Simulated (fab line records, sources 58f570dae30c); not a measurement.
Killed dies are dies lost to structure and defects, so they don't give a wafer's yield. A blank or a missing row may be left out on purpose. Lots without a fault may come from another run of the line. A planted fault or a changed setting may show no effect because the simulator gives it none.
Chamber matching | flow berkeley_cmos170 | UCB170_V2_CMP_02 on cmp-02: 4 sister chambers
The step polishes SiO2. 4 wafers are shown with their chamber, then 7 later ones without.

WAFERS WITH THEIR CHAMBER
wafer  | chamber | motor_current_A (A)
L771.5 | 1       | 18.8
L775.1 | 2       | 15.3
L778.3 | 3       | 16.8
L778.4 | 0       | 12.5

WAFERS WITHOUT THEIR CHAMBER
wafer  | motor_current_A (A)
L778.6 | 16.4
L779.3 | 12.8
L779.4 | 18.2
L779.6 | 17.4
L786.1 | 17.6
L786.2 | 12.3
L786.3 | 15.5

WHICH CHAMBER EACH WENT THROUGH
wafer  | from the rows above     | in truth
L778.6 | can't be placed: 3 or 2 | 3
L779.3 | 0                       | 0
L779.4 | can't be placed: 1 or 3 | 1
L779.6 | can't be placed: 3 or 1 | 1
L786.1 | can't be placed: 3 or 1 | 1
L786.2 | 0                       | 0
L786.3 | 2                       | 2
Placed correctly: 3 of 7. Can't be placed from these rows: 4 (the true chamber is among the candidates in 4). Placed wrongly: 0.
How it was worked out, from the rows above alone: a wafer's distance from a chamber is the root of the sum, over the readings, of the square of ((its reading less the chamber's mean) divided by the reading's scatter). The wafer belongs to the nearest chamber; if the next one is less than 2 further off, it can't be placed. A chamber's mean is the mean of its shown wafers. The scatter: with one shown wafer a chamber, the root of the mean of the squares of how far each hidden wafer lies from its nearest shown one.
